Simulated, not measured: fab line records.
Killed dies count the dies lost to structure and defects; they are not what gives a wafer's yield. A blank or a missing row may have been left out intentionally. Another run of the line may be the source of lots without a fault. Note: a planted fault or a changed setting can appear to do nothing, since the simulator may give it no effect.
fab line records -- flow rit_cmos
[record] lots = 15, wafers = 45, last_day = 7
route steps=202 shown NLDD@112 PLDD@124 M1@202
lots with no fault: from the same line, run without faults
start_h: the number of hours between the record's first day and the start of the first shown wafer of the lot -- wait_h: how many hours have passed since the lot's step before this one -- " unchanged from the row above -- L1.1+2: several wafers, shown together as one row -- - no value present, or no start provided -- * or withheld: withheld -- < > ~ a bound
route shown NAME@n: a module of which the file shows steps, and the number in the route of the first -- usual: mean/standard deviation taken from wafers without a fault -- same: alike in all rows -- chamber/n: place in a boat -- sites: per-site readings -- _std_site: the standard deviation of these -- _edge_site: outer sites' mean less inner sites' -- radius_mm: for every site, how far away it sits from the centre of the wafer -- mask NAME#n: copy n -- behind: the last tool/chamber to shape the wafer -- hold: why the lot went on hold/how many hours it stayed there/how the hold came to an end -- device: whichever transistor did not switch (one of n, p or np) -- end of line: the tests these same wafers got at the end of their route -- a step without rows: its recipe alone -- killed: not the wafer's yield, but the dies lost to structure and defects at the first sort -- map: a wafer's dies, marking killed ones x, the rest . and places with no die _
set.NAME: the setting as run; set.NAME@STEP: as run at that earlier step -- model.NAME: the simulator's own value behind a step, which no gauge read
steps of the route over a sample of lots; a table a step, a row a wafer
services: when a tool's chamber went out of use (start_h, in hours from the record's first day, below 0 if earlier), for how many hours, and the reason
[[steps]]
[step RIT_NLDD_STRIP_09]
[recipe] chemistry = O2, time_s = 180, resist = NOVOLAK, platen_temp_c = withheld, power_w = 500, pressure_mtorr = 4000, o2_flow_sccm = 4000
[usual] chamber_pressure_mTorr = 4000/4, drypump_motor_current_A = 5.5/0.37
lot.wafer,tool,chamber,start_h,wait_h,chamber_pressure_mTorr,drypump_motor_current_A,rf_hours_counter_h
L791.1,plasma_asher-03,0,47.22,0.1,4003,4.8,41
L791.2,plasma_asher-03,1,47.22,0.1,3994,5.7,41
L791.4,plasma_asher-03,0,47.22,0.1,4003,4.8,-
L792.2,plasma_asher-03,0,56.67,0.1,3997,4.8,42
L792.3,plasma_asher-03,0,56.67,0.1,3999,4.8,-
L792.5,plasma_asher-03,0,56.67,0.1,4004,4.8,-
L793.1,plasma_asher-04,0,58.57,0.1,4002,5.8,42
L793.4,plasma_asher-04,0,58.57,0.1,3998,5.8,-
L793.6,plasma_asher-04,1,58.57,0.1,4008,5.5,-
L794.1,plasma_asher-03,1,62.44,0.1,3993,5.7,42
L794.2,plasma_asher-03,0,62.44,0.1,4001,4.8,42
L794.6,plasma_asher-03,0,62.44,0.1,3992,4.8,-
L795.1,plasma_asher-03,1,70.33,0.1,3992,5.7,43
L795.2,plasma_asher-03,0,70.33,0.1,4000,4.8,43
L795.5,plasma_asher-03,0,70.33,0.1,4002,4.8,-
L797.2,plasma_asher-02,0,77.58,0.1,4004,5.3,44
L797.5,plasma_asher-02,0,77.58,0.1,4002,5.3,-
L797.6,plasma_asher-02,1,77.58,0.1,3996,5.7,-
L801.3,plasma_asher-04,0,98.71,0.1,4005,5.8,-
L801.5,plasma_asher-04,0,98.71,0.1,4005,5.8,-
L801.6,plasma_asher-04,1,98.71,0.1,4002,5.5,-
L803.1,plasma_asher-04,0,108.10,0.1,4004,5.8,48
L803.2,plasma_asher-04,1,108.10,0.1,3994,5.5,48
L803.6,plasma_asher-04,0,108.10,0.1,3995,5.8,-
L804.3,plasma_asher-03,1,113.70,0.1,3997,5.7,-
L804.4,plasma_asher-03,0,113.70,0.1,3997,4.8,-
L804.6,plasma_asher-03,0,113.70,0.1,4003,4.8,-
L805.1,plasma_asher-03,0,117.62,0.1,3999,4.8,49
L805.2,plasma_asher-03,1,117.62,0.1,4000,5.7,49
L805.6,plasma_asher-03,0,117.62,0.1,4002,4.8,-
L807.3,plasma_asher-03,1,125.80,0.1,-,-,-
L807.4,plasma_asher-03,0,125.80,0.1,-,-,-
L807.5,plasma_asher-03,0,125.80,0.1,-,-,-
L808.1,plasma_asher-03,1,137.37,0.1,-,-,-
L808.2,plasma_asher-03,0,137.37,0.1,-,-,-
L808.3,plasma_asher-03,0,137.37,0.1,-,-,-
L809.1,plasma_asher-02,0,137.64,0.1,-,-,-
L809.3,plasma_asher-02,1,137.64,0.1,-,-,-
L809.6,plasma_asher-02,0,137.64,0.1,-,-,-
L812.2,plasma_asher-04,0,151.85,0.1,3996,5.8,4
L812.3,plasma_asher-04,0,151.85,0.1,4000,5.8,-
L812.6,plasma_asher-04,0,151.85,0.1,3998,5.8,-
L813.2,plasma_asher-02,1,157.25,0.1,3998,5.7,53
L813.4,plasma_asher-02,0,157.25,0.1,4002,5.3,-
L813.6,plasma_asher-02,0,157.25,0.1,3998,5.3,-
[step RIT_PLDD_TW_MEAS_10]
[usual] PLDD_TW = 2335/22
lot.wafer,tool,chamber,start_h,wait_h,hold,PLDD_TW
L791.1,film_metro-01,-,48.81,0.1,-,2343
L791.2,film_metro-01,-,48.81,0.1,-,2338
L791.4,film_metro-01,-,48.81,0.1,-,2334
L792.2,film_metro-02,-,58.59,0.1,-,2325
L792.3,film_metro-02,-,58.59,0.1,-,2318
L792.5,film_metro-02,-,58.59,0.1,-,2322
L793.1,film_metro-01,-,60.20,0.1,-,2349
L793.4,film_metro-01,-,60.20,0.1,-,2343
L793.6,film_metro-01,-,60.20,0.1,-,2355
L794.1,film_metro-03,-,64.03,0.1,-,2307
L794.2,film_metro-03,-,64.03,0.1,-,2303
L794.6,film_metro-03,-,64.03,0.1,-,2310
L795.1,film_metro-01,-,71.93,0.1,-,2348
L795.2,film_metro-01,-,71.93,0.1,-,2340
L795.5,film_metro-01,-,71.93,0.1,-,2330
L797.2,film_metro-02,-,79.31,0.1,-,2301
L797.5,film_metro-02,-,79.31,0.1,-,2306
L797.6,film_metro-02,-,79.31,0.1,-,2311
L801.3,film_metro-02,-,100.51,0.1,-,2317
L801.5,film_metro-02,-,100.51,0.1,-,2314
L801.6,film_metro-02,-,100.51,0.1,-,2308
L803.1,film_metro-01,-,109.82,0.1,-,2376
L803.2,film_metro-01,-,109.82,0.1,-,2355
L803.6,film_metro-01,-,109.82,0.1,-,2359
L804.3,film_metro-01,-,115.53,0.1,-,2355
L804.4,film_metro-01,-,115.53,0.1,-,2354
L804.6,film_metro-01,-,115.53,0.1,-,2346
L805.1,film_metro-01,-,119.21,0.1,-,2372
L805.2,film_metro-01,-,119.21,0.1,-,2347
L805.6,film_metro-01,-,119.21,0.1,-,2366
L807.3,film_metro-03,-,127.58,0.1,await_dispo/0.2h/release,30
L807.4,film_metro-03,-,127.58,0.1,await_dispo/0.2h/release,30
L807.5,film_metro-03,-,127.58,0.1,await_dispo/0.2h/release,30
L807.3,film_metro-03,-,127.81,0.2,-,30
L807.4,film_metro-03,-,127.81,0.2,-,30
L807.5,film_metro-03,-,127.81,0.2,-,30
L808.1,film_metro-02,-,139.05,0.1,await_dispo/0.2h/release,30
L808.2,film_metro-02,-,139.05,0.1,await_dispo/0.2h/release,30
L808.3,film_metro-02,-,139.05,0.1,await_dispo/0.2h/release,30
L808.1,film_metro-02,-,139.27,0.2,-,30
L808.2,film_metro-02,-,139.27,0.2,-,30
L808.3,film_metro-02,-,139.27,0.2,-,30
L809.1,film_metro-01,-,139.25,0.1,await_dispo/0.2h/release,30
L809.3,film_metro-01,-,139.25,0.1,await_dispo/0.2h/release,30
L809.6,film_metro-01,-,139.25,0.1,await_dispo/0.2h/release,30
L809.1,film_metro-01,-,139.48,0.2,-,30
L809.3,film_metro-01,-,139.48,0.2,-,30
L809.6,film_metro-01,-,139.48,0.2,-,30
L812.2,film_metro-01,-,153.59,0.1,-,2342
L812.3,film_metro-01,-,153.59,0.1,-,2333
L812.6,film_metro-01,-,153.59,0.1,-,2343
L813.2,film_metro-02,-,158.98,0.1,-,2321
L813.4,film_metro-02,-,158.98,0.1,-,2304
L813.6,film_metro-02,-,158.98,0.1,-,2315
[step RIT_M1_PROBE_99]
[usual] defect_limited_yield = 97.3/1.2, killed_at_contacts = 0.1/0.31, killed_at_front_end = 7/3.2, killed_dies = 7/3.2, killed_open = 3.6/2.1, killed_short = 3.5/2.1, sort_bin_3_pad_short = 0.1/0.21, sort_bin_5_function = 1.6/0.88, sort_bin_6_memory = 1.0/0.66, sort_n_pass = 257/3.2, sort_yield_pct = 97.3/1.2
[same] gross_dies = 264, killed_at_M0_to_M3 = 0, killed_at_M4_up = 0, killed_at_back_side = 0, killed_at_other = 0
lot.wafer,tool,chamber,start_h,wait_h,defect_limited_yield[%],killed_at_contacts,killed_at_front_end,killed_dies,killed_open,killed_short,sort_bin_3_pad_short[%],sort_bin_5_function[%],sort_bin_6_memory[%],sort_n_pass,sort_yield_pct[%]
L791.1,prober-02,-,63.67,0.1,99.6,0,1,1,0,1,0,0,0.4,263,99.6
L791.2,prober-02,-,63.72,0.1,97.7,0,6,6,2,4,0,1.5,0.8,258,97.7
L791.4,prober-02,-,63.82,0.2,98.5,0,4,4,3,1,0,1.5,0,260,98.5
L793.1,prober-02,-,73.67,0.1,99.2,0,2,2,2,0,0,0.8,0,262,99.2
L793.4,prober-02,-,73.82,0.2,97.3,1,6,7,2,5,0.8,1.9,0,257,97.3
L793.6,prober-02,-,73.92,0.2,98.1,0,5,5,1,4,0.4,1.1,0.4,259,98.1
L792.2,prober-01,-,73.72,0.1,94.7,0,14,14,3,9,0.4,3.4,1.5,250,94.7
L792.3,prober-01,-,73.77,0.2,95.5,0,12,12,8,4,0,2.7,1.9,252,95.5
L792.5,prober-01,-,73.87,0.2,95.8,0,11,11,6,4,0,2.3,1.9,253,95.8
L794.1,prober-02,-,77.95,0.1,95.8,0,11,11,7,4,0.4,2.3,1.5,253,95.8
L794.2,prober-02,-,78.00,0.1,98.1,0,5,5,2,3,0,1.5,0.4,259,98.1
L794.6,prober-02,-,78.20,0.2,97.7,0,6,6,2,4,0,1.5,0.8,258,97.7
L795.1,prober-01,-,85.74,0.1,97.7,0,6,6,3,3,0,1.9,0.4,258,97.7
L795.2,prober-01,-,85.79,0.1,97.3,0,7,7,4,3,0.8,1.1,0.8,257,97.3
L795.5,prober-01,-,85.94,0.2,98.1,0,5,5,3,2,0,0.8,1.1,259,98.1
L797.2,prober-01,-,92.93,0.1,96.6,0,9,9,5,4,0,2.3,1.1,255,96.6
L797.5,prober-01,-,93.08,0.2,97.3,0,7,7,4,3,0,1.9,0.8,257,97.3
L797.6,prober-01,-,93.13,0.2,98.1,0,5,5,2,3,0.8,1.1,0,259,98.1
L801.3,prober-01,-,115.79,0.2,97.7,0,6,6,3,3,0,0.4,1.9,258,97.7
L801.5,prober-01,-,115.89,0.2,97.7,0,6,6,5,1,0,1.9,0.4,258,97.7
L801.6,prober-01,-,115.94,0.2,98.5,0,4,4,2,2,0.4,0.8,0.4,260,98.5
L803.1,prober-01,-,123.67,0.1,97.3,0,7,7,3,4,0,1.1,1.5,257,97.3
L803.2,prober-01,-,123.72,0.1,98.1,0,5,5,2,3,0,1.5,0.4,259,98.1
L803.6,prober-01,-,123.92,0.2,96.6,0,9,9,2,7,0,1.5,1.9,255,96.6
L804.3,prober-02,-,129.80,0.2,97.7,0,6,6,4,2,0,1.5,0.8,258,97.7
L804.4,prober-02,-,129.85,0.2,95.1,0,13,13,6,7,0,3.0,1.9,251,95.1
L804.6,prober-02,-,129.95,0.2,98.1,0,5,5,4,1,0,1.1,0.8,259,98.1
L805.1,prober-01,-,132.82,0.1,98.9,0,3,3,1,2,0,0.8,0.4,261,98.9
L805.2,prober-01,-,132.87,0.1,97.0,0,8,8,4,4,0,1.9,1.1,256,97.0
L805.6,prober-01,-,133.07,0.2,97.3,0,7,7,5,2,0.4,1.5,0.8,257,97.3
L812.2,prober-02,-,167.92,0.1,98.5,0,4,4,2,2,0.4,1.1,0,260,98.5
L812.3,prober-02,-,167.97,0.2,97.3,1,6,7,4,3,0,1.1,1.5,257,97.3
L812.6,prober-02,-,168.12,0.2,98.5,0,4,4,2,2,0.4,1.1,0,260,98.5
L813.2,prober-01,-,173.05,0.1,96.6,1,8,9,6,3,0.4,1.5,1.5,255,96.6
L813.4,prober-01,-,173.15,0.2,95.5,0,12,12,8,4,0.4,2.7,1.5,252,95.5
L813.6,prober-01,-,173.25,0.2,96.2,0,10,10,4,5,0.4,2.7,0.8,254,96.2
// killed by level:class
L791.1 SILICIDE:geometric_particle:short=1
L791.2 GATE:geometric_particle:short=3 FOX1:geometric_particle:short=1 FOX2:geometric_particle:open=1 SILICIDE:geometric_particle:open=1
L791.4 FOX2:geometric_particle:open=1 GATE:geometric_particle:open=1 GATE:geometric_particle:short=1 REOX:geometric_particle:open=1
L793.1 GATE:geometric_particle:open=1 SPACER:geometric_particle:open=1
L792.2 GATE:geometric_particle:short=3 FOX1:geometric_particle:short=2 FOX2:geometric_particle:open=2 FOX2:geometric_particle:short=2 REOX:geometric_particle:short=2 PLDD:coat_microbubble_printed=2 GATE:geometric_particle:open=1
L792.3 GATE:geometric_particle:open=6 GATE:geometric_particle:short=2 FOX1:geometric_particle:open=1 FOX2:geometric_particle:open=1 SPACER:geometric_particle:short=1 SILICIDE:geometric_particle:short=1
L793.4 FOX1:geometric_particle:open=1 FOX1:geometric_particle:short=1 GATE:geometric_particle:short=1 REOX:geometric_particle:open=1 SPACER:geometric_particle:short=1 SILICIDE:geometric_particle:short=1 CONTACT:geometric_particle:short=1
L792.5 GATE:geometric_particle:open=4 REOX:geometric_particle:short=2 SILICIDE:geometric_particle:open=2 FOX1:geometric_particle:short=1 FOX2:geometric_particle:short=1 PLDD:coat_microbubble_printed=1
L793.6 GATE:geometric_particle:short=2 FOX1:geometric_particle:open=1 SILICIDE:geometric_particle:short=1 SPACER:geometric_particle:short=1
L794.1 SPACER:geometric_particle:open=4 REOX:geometric_particle:open=2 SPACER:geometric_particle:short=2 SILICIDE:geometric_particle:short=2 GATE:geometric_particle:open=1
L794.2 SILICIDE:geometric_particle:short=2 FOX1:geometric_particle:open=1 GATE:geometric_particle:short=1 SPACER:geometric_particle:open=1
L794.6 REOX:geometric_particle:open=2 SILICIDE:geometric_particle:short=2 REOX:geometric_particle:short=1 SPACER:geometric_particle:short=1
L795.1 GATE:geometric_particle:open=2 REOX:geometric_particle:short=1 SPACER:geometric_particle:short=1 SILICIDE:geometric_particle:open=1 SILICIDE:geometric_particle:short=1
L795.2 GATE:geometric_particle:open=2 SPACER:geometric_particle:open=2 GATE:geometric_particle:short=1 REOX:geometric_particle:short=1 SPACER:geometric_particle:short=1
L795.5 FOX1:geometric_particle:open=1 FOX2:geometric_particle:open=1 GATE:geometric_particle:open=1 GATE:geometric_particle:short=1 SPACER:geometric_particle:short=1
L797.2 GATE:geometric_particle:open=2 SILICIDE:geometric_particle:open=2 FOX1:geometric_particle:open=1 FOX2:geometric_particle:short=1 GATE:geometric_particle:short=1 REOX:geometric_particle:short=1 SPACER:geometric_particle:short=1
L797.5 GATE:geometric_particle:open=3 REOX:geometric_particle:short=2 GATE:geometric_particle:short=1 REOX:geometric_particle:open=1
L797.6 REOX:geometric_particle:short=2 GATE:geometric_particle:open=1 REOX:geometric_particle:open=1 SILICIDE:geometric_particle:short=1
L801.3 FOX1:geometric_particle:short=2 FOX1:geometric_particle:open=2 GATE:geometric_particle:short=1 REOX:geometric_particle:open=1
L801.5 GATE:geometric_particle:open=2 REOX:geometric_particle:open=2 GATE:geometric_particle:short=1 SPACER:geometric_particle:open=1
L801.6 FOX1:geometric_particle:open=1 GATE:geometric_particle:open=1 GATE:geometric_particle:short=1 SPACER:geometric_particle:short=1
L803.1 GATE:geometric_particle:short=2 GATE:geometric_particle:open=2 SPACER:geometric_particle:short=2 SPACER:geometric_particle:open=1
L803.2 FOX1:geometric_particle:open=2 GATE:geometric_particle:short=2 SPACER:geometric_particle:short=1
L803.6 SPACER:geometric_particle:short=3 FOX1:geometric_particle:short=2 FOX1:geometric_particle:open=1 FOX2:geometric_particle:open=1 GATE:geometric_particle:short=1 REOX:geometric_particle:short=1
L804.3 GATE:geometric_particle:open=3 FOX1:geometric_particle:open=1 REOX:geometric_particle:short=1 SILICIDE:geometric_particle:short=1
L804.4 SILICIDE:geometric_particle:open=5 GATE:geometric_particle:short=4 SPACER:geometric_particle:short=2 GATE:geometric_particle:open=1 SILICIDE:geometric_particle:short=1
L804.6 SILICIDE:geometric_particle:open=3 FOX2:geometric_particle:short=1 REOX:geometric_particle:open=1
L805.1 GATE:geometric_particle:short=2 FOX1:geometric_particle:open=1
L805.2 GATE:geometric_particle:open=3 FOX1:geometric_particle:open=1 FOX1:geometric_particle:short=1 FOX2:geometric_particle:short=1 GATE:geometric_particle:short=1 SPACER:geometric_particle:short=1
L805.6 GATE:geometric_particle:open=4 GATE:geometric_particle:short=1 SILICIDE:geometric_particle:open=1 SILICIDE:geometric_particle:short=1
L812.2 FOX1:geometric_particle:short=2 FOX2:geometric_particle:open=2
L812.3 GATE:geometric_particle:open=2 GATE:geometric_particle:short=2 REOX:geometric_particle:open=1 SPACER:geometric_particle:short=1 CONTACT:geometric_particle:open=1
L812.6 REOX:geometric_particle:short=2 REOX:geometric_particle:open=2
L813.2 GATE:geometric_particle:open=3 FOX2:geometric_particle:short=1 GATE:geometric_particle:short=1 REOX:geometric_particle:open=1 SPACER:geometric_particle:open=1 SILICIDE:geometric_particle:open=1 CONTACT:geometric_particle:short=1
L813.4 GATE:geometric_particle:open=4 FOX2:geometric_particle:open=3 ACTIVE:geometric_particle:short=1 GATE:geometric_particle:short=1 REOX:geometric_particle:short=1 SPACER:geometric_particle:short=1 SPACER:geometric_particle:open=1
L813.6 GATE:geometric_particle:short=3 SILICIDE:geometric_particle:open=2 GATE:geometric_particle:open=1 REOX:geometric_particle:short=1 SPACER:geometric_particle:open=1 SILICIDE:geometric_particle:short=1 PSD:coat_microbubble_printed=1
[[services]]
tool,chamber,start_h,hours,kind
plasma_asher-04,-,54.47,2.2,repair
plasma_asher-04,-,108.75,9.0,pm
plasma_asher-04,0,108.75,9.0,vent_cycle
plasma_asher-04,1,108.75,9.0,vent_cycle
plasma_asher-04,0,117.75,-,clean
plasma_asher-04,1,117.75,-,clean
plasma_asher-02,-,122.05,2.1,repair
[[key]]
[first_sign] step = RIT_NLDD_STRIP_09, reading = tool_record, direction = missing
[effect] step = RIT_PLDD_TW_MEAS_10, reading = visit, direction = added
[effect] step = RIT_PLDD_TW_MEAS_10, reading = PLDD_TW, direction = down, sigmas = 99+, usual = 2335, struck = 30
met_at RIT_NLDD_STRIP_09
struck_lots L807,L808,L809
scrapped_behind RIT_PLDD_TW_MEAS_10 L807.3,L807.4,L807.5,L808.1,L808.2,L808.3,L809.1,L809.3,L809.6
onset_between 117.62 125.80
[fault] kind = skipped_step_whole, tool = plasma_asher-02,plasma_asher-03, chamber = -, onset_h = 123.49, steps = RIT_NLDD_STRIP_09, scope = struck_lots_only
